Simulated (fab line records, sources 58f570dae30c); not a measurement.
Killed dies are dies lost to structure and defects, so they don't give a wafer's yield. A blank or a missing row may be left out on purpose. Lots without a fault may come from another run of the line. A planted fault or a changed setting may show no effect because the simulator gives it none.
One fault seen from 2 desks | flow berkeley_cmos170 | each desk has only its own numbers; what lay behind them comes last

THE METROLOGY DESK
What the gauges read, lot by lot, whatever tool the lot ran on: means of the sampled wafers that have a number. A lot is out of limits, marked OUT, if its mean lies more than 4 standard deviations from the usual mean; the brackets give that distance.
Columns: A = GATE_OXIDE_THK at UCB170_GATE_THK_MEAS_02, usual 6.50 nm; B = cd_nm at UCB170_GATE_CD_MEAS_12, usual 350.1 nm; C = cd_nm at UCB170_M3_CD_MEAS_90, usual 701 nm
lot  | first seen here | A    | B     | C
L617 | day 6 01:35     | 6.44 | 351.4 | 695
L616 | day 6 01:38     | 6.58 | 348.8 | 705
L618 | day 6 11:01     | 6.61 | 348.4 | 698
L619 | day 6 11:03     | 6.55 | 350.6 | 703
L620 | day 6 22:20     | 6.55 | 350.4 | 697
L622 | day 7 08:20     | 6.33 | 350.3 | 698
L623 | day 7 17:56     | 6.44 | 348.6 | 707
L625 | day 8 08:58     | 6.53 | 349.5 | 704
L627 | day 8 15:32     | 6.32 | 350.1 | 702
L628 | day 8 15:32     | 6.49 | 350.4 | 703
L630 | day 9 06:04     | 6.56 | 351.6 | 702
L634 | day 9 22:07     | 6.65 | 350.9 | 705
L636 | day 9 22:11     | 6.58 | 350.3 | 700
L638 | day 10 06:13    | 6.52 | 351.5 | 699
This desk's finding: nothing out of limits on any of the 14 lots.

THE TOOL OWNER'S DESK: rie_diel-03
The tool's own readings at UCB170_V1_ETCH_14 (etches SiO2 in CHF3/CF4/Ar, stops on Al, target depth 1250 nm, time 291 s): means of the sampled wafers that have a number, for each lot that ran on this tool. A lot is out of limits, marked OUT, if its mean lies more than 4 standard deviations from the usual mean; the brackets give that distance.
Columns: A = cf4_flow_sccm at UCB170_V1_ETCH_14, usual 15.00 sccm; B = drypump_motor_current_A at UCB170_V1_ETCH_14, usual 5.8 A; C = oes_product_au at UCB170_V1_ETCH_14, usual 0.875 a.u.; D = run_length_s at UCB170_V1_ETCH_14, usual 319.2 s; E = throttle_valve_pct at UCB170_V1_ETCH_14, usual 6.98 %
lot  | first seen here | A     | B   | C               | D               | E
L617 | day 7 23:12     | 15.02 | 6.1 | 0.874           | 319.3           | 7.08
L618 | day 8 03:10     | 14.96 | 6.2 | 0.868           | 319.4           | 7.00
L620 | day 8 12:24     | 14.97 | 6.1 | 0.876           | 319.4           | 7.09
L622 | day 8 17:22     | 15.02 | 6.2 | 0.881           | 319.2           | 7.08
L623 | day 9 08:43     | 15.01 | 6.1 | 0.873           | 319.4           | 7.08
L625 | day 9 20:19     | 15.01 | 6.4 | 0.878           | 319.3           | 7.02
L627 | day 10 03:15    | 15.00 | 6.6 | 0.995 (+13) OUT | 287.1 (-70) OUT | 6.97
L630 | day 10 17:31    | 14.95 | 6.2 | 0.981 (+12) OUT | 287.7 (-68) OUT | 7.01
This desk's finding: out of limits on L627, L630; first on L627, day 10 03:15 (oes_product_au at UCB170_V1_ETCH_14). In limits: L617, L618, L620, L622, L623, L625.

PUT TOGETHER
The tool owner's desk could have raised an alarm at day 10 03:15, on L627, L630.
The metrology desk saw nothing out of limits.
The metrology desk has L627, L630 on record, within its limits.
Of the lots named, all ran UCB170_V1_ETCH_14 on rie_diel-03.

WHAT THE SIMULATOR HAD PUT IN
Process parameter drift: rie_diel-03, from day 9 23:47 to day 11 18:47, at UCB170_V1_ETCH_14. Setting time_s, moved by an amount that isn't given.
Lots struck among those shown: L627, L630.
Hours from the fault's start to each desk's first reading out of limits: the tool owner's desk, 3.
